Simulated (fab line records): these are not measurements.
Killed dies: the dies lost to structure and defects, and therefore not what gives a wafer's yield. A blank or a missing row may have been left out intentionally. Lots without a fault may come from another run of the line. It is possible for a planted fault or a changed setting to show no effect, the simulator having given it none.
fab line records | flow rit-cmos
record lots=15 | wafers=45 | last-day=7
route steps=202 shown GATE@75 FOX2@80
lots with no fault: from the same line, run without faults
start-h: hours from the record's first day to the start of the lot's first wafer shown | wait-h: hours elapsed since this lot's preceding step | " repeats the value in the row above | L1.1+2: a row that stands for several wafers | - no value, or no start given | * or withheld: withheld | < > ~ a bound
route shown NAME@n: a module of which the file shows steps, and the number in the route of the first | usual: mean/standard deviation of fault-free wafers | same: alike in all rows | chamber/n: place in a boat | sites: readings site by site | _std_site: their standard deviation | _edge_site: outer sites' mean less inner sites' | radius-mm: for every site, how far away it sits from the centre of the wafer | mask NAME#n: copy n | behind: the most recent tool/chamber to have shaped the wafer | hold: the reason the lot was held/the length of the hold in hours/how it ended | device: the n, p or np transistor that did not switch | end of line: the same wafers' tests at the end of the route | a step with no rows: only its recipe | killed: count of dies lost to structure and defects at first sort (not the wafer's yield) | map: a wafer's dies, marking killed ones x, the rest . and places with no die _
set.NAME: setting as actually run; set.NAME@STEP: the setting as run at that earlier step | model.NAME: the simulator's own value behind a step, which no gauge read
a sample of lots followed through the steps of the route, with each step as a table and each wafer as a row
services: a tool's chamber out of use, with start hour (start-h, from the record's first day; less than 0 if before it), hours out, and reason
## steps
# step RIT_GATE_WET_ETCH_00
# recipe chemistry=BOE | target=SiO2 | target-depth-nm=56 | time-s=60 | dry=n2-spin | dilution=10:1 | temp-c=21.5
# usual bath-heat-duty-pct=1.7/0.34 | run-length-s=89/3.2
lot.wafer | tool         | chamber | start-h | wait-h | bath-heat-duty-pct | run-length-s
L919.2    | wet-bench-02 | 3       | 32.07   | 0.0    | 1.7                | 92
L919.4    | "            | 3       | "       | "      | 1.3                | 92
L919.5    | "            | 3       | "       | "      | 1.6                | 92
L920.1    | wet-bench-04 | 2       | 37.09   | 0.1    | 1.1                | 88
L920.4    | "            | 2       | "       | "      | 1.3                | 88
L920.6    | "            | 2       | "       | "      | 1.4                | 88
L921.1    | wet-bench-03 | 1       | 44.99   | 0.1    | 1.4                | 91
L921.3    | "            | 1       | "       | "      | 1.2                | 91
L921.5    | "            | 1       | "       | "      | 1.9                | 91
L923.4    | wet-bench-02 | 3       | 54.01   | 0.0    | 1.4                | 85
L923.5    | "            | 3       | "       | "      | 1.7                | 85
L923.6    | "            | 3       | "       | "      | 2.2                | 85
L926.1    | wet-bench-03 | 2       | 72.68   | 0.1    | 1.5                | 93
L926.3    | "            | 2       | "       | "      | 2.3                | 93
L926.6    | "            | 2       | "       | "      | 2.0                | 93
L929.4    | wet-bench-04 | 0       | 83.93   | 0.0    | 1.5                | 86
L929.5    | "            | 0       | "       | "      | 1.8                | 86
L929.6    | "            | 0       | "       | "      | 1.8                | 86
L933.1    | wet-bench-04 | 3       | 102.78  | 0.1    | 1.8                | 88
L933.3    | "            | 3       | "       | "      | 1.1                | 88
L933.4    | "            | 3       | "       | "      | 1.9                | 88
L934.1    | wet-bench-04 | 0       | 107.69  | 0.1    | 1.6                | 87
L934.2    | "            | 0       | "       | "      | 1.7                | 87
L934.5    | "            | 0       | "       | "      | 1.8                | 87
L936.2    | wet-bench-03 | 1       | 119.00  | 0.0    | 1.0                | 85
L936.4    | "            | 1       | "       | "      | 1.9                | 85
L936.5    | "            | 1       | "       | "      | 1.8                | 85
L937.1    | wet-bench-04 | 0       | 123.90  | 0.1    | -                  | -
L937.2    | "            | 0       | "       | "      | -                  | -
L937.4    | "            | 0       | "       | "      | -                  | -
L938.2    | wet-bench-03 | 3       | 130.89  | 0.0    | -                  | -
L938.3    | "            | 3       | "       | "      | -                  | -
L938.4    | "            | 3       | "       | "      | -                  | -
L939.2    | wet-bench-03 | 1       | 132.18  | 0.0    | -                  | -
L939.3    | "            | 1       | "       | "      | -                  | -
L939.5    | "            | 1       | "       | "      | -                  | -
L940.2    | wet-bench-04 | 2       | 137.03  | 0.0    | 1.4                | 86
L940.5    | "            | 2       | "       | "      | 1.3                | 86
L940.6    | "            | 2       | "       | "      | 2.2                | 86
L941.1    | wet-bench-03 | 0       | 142.39  | 0.1    | 2.2                | 86
L941.2    | "            | 0       | "       | "      | 2.3                | 86
L941.6    | "            | 0       | "       | "      | 2.3                | 86
L942.2    | wet-bench-02 | 2       | 150.44  | 0.0    | 1.8                | 94
L942.3    | "            | 2       | "       | "      | 2.1                | 94
L942.4    | "            | 2       | "       | "      | 1.9                | 94
# step RIT_FOX2_THK_MEAS_91
# recipe reads=SiO2_of_FOX2_OXIDATION_00
# usual FIELD_OXIDE_LEFT_2_THK=254/6.8
lot.wafer | tool          | chamber | start-h | wait-h | FIELD_OXIDE_LEFT_2_THK[nm]
L919.2    | film-metro-04 | -       | 32.51   | 0.0    | 261
L919.4    | "             | -       | "       | "      | 258
L919.5    | "             | -       | "       | "      | 254
L920.1    | film-metro-03 | -       | 37.52   | 0.0    | 246
L920.4    | "             | -       | "       | "      | 261
L920.6    | "             | -       | "       | "      | 250
L921.1    | film-metro-04 | -       | 45.43   | 0.0    | 246
L921.3    | "             | -       | "       | "      | 245
L921.5    | "             | -       | "       | "      | 246
L923.4    | film-metro-04 | -       | 54.45   | 0.0    | 253
L923.5    | "             | -       | "       | "      | 253
L923.6    | "             | -       | "       | "      | 258
L926.1    | film-metro-01 | -       | 73.13   | 0.0    | 248
L926.3    | "             | -       | "       | "      | 246
L926.6    | "             | -       | "       | "      | 245
L929.4    | film-metro-01 | -       | 84.40   | 0.0    | 255
L929.5    | "             | -       | "       | "      | 255
L929.6    | "             | -       | "       | "      | 254
L933.1    | film-metro-04 | -       | 103.20  | 0.0    | 271
L933.3    | "             | -       | "       | "      | 269
L933.4    | "             | -       | "       | "      | 270
L934.1    | film-metro-01 | -       | 108.11  | 0.0    | 253
L934.2    | "             | -       | "       | "      | 250
L934.5    | "             | -       | "       | "      | 242
L936.2    | film-metro-01 | -       | 119.43  | 0.0    | 253
L936.4    | "             | -       | "       | "      | 255
L936.5    | "             | -       | "       | "      | 252
L937.1    | film-metro-03 | -       | 124.32  | 0.0    | 320
L937.2    | "             | -       | "       | "      | 326
L937.4    | "             | -       | "       | "      | 318
L938.2    | film-metro-04 | -       | 131.33  | 0.0    | 313
L938.3    | "             | -       | "       | "      | 314
L938.4    | "             | -       | "       | "      | 308
L939.2    | film-metro-04 | -       | 132.61  | 0.0    | 313
L939.3    | "             | -       | "       | "      | 316
L939.5    | "             | -       | "       | "      | 314
L940.2    | film-metro-04 | -       | 137.45  | 0.0    | 255
L940.5    | "             | -       | "       | "      | 256
L940.6    | "             | -       | "       | "      | 258
L941.1    | film-metro-01 | -       | 142.81  | 0.0    | 257
L941.2    | "             | -       | "       | "      | 259
L941.6    | "             | -       | "       | "      | 260
L942.2    | film-metro-03 | -       | 150.88  | 0.0    | 256
L942.3    | "             | -       | "       | "      | 259
L942.4    | "             | -       | "       | "      | 261
## services
tool         | chamber | start-h | hours | kind
wet-bench-03 | -       | 10.26   | 0.8   | repair
## key
first-sign step=RIT_GATE_WET_ETCH_00 | reading=tool-record | direction=missing
effect step=RIT_FOX2_THK_MEAS_91 | reading=FIELD_OXIDE_LEFT_2_THK | direction=up | sigmas=9 | usual=254 | struck=316
met-at RIT_GATE_WET_ETCH_00
struck-lots L937,L938,L939
later-rows-left-out L937.1,L937.2,L937.4,L938.2,L938.3,L938.4,L939.2,L939.3,L939.5
sort-left-out L937.1,L937.2,L937.4,L938.2,L938.3,L938.4,L939.2,L939.3,L939.5
tester-left-out L937,L938,L939
onset-between 119.00 123.90
fault kind=skipped-step-whole | tool=wet-bench-03,wet-bench-04 | chamber=- | onset-h=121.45 | steps=RIT_GATE_WET_ETCH_00 | scope=struck-lots-only
# tester-left-out: of these lots the tester's yield and bins aren't shown, on N5 and GAA mostly nor the transistor test; their killed dies are dies lost to structure and defects alone, not to doping, threshold or leakage, so they don't give the yield
# sort-left-out: the simulated sort isn't trusted on such a fault, so these wafers' sort isn't shown, and their yield isn't known
# later-rows-left-out: the simulator's readings of these wafers behind a module that went badly wrong aren't trusted and aren't shown, but for the sort
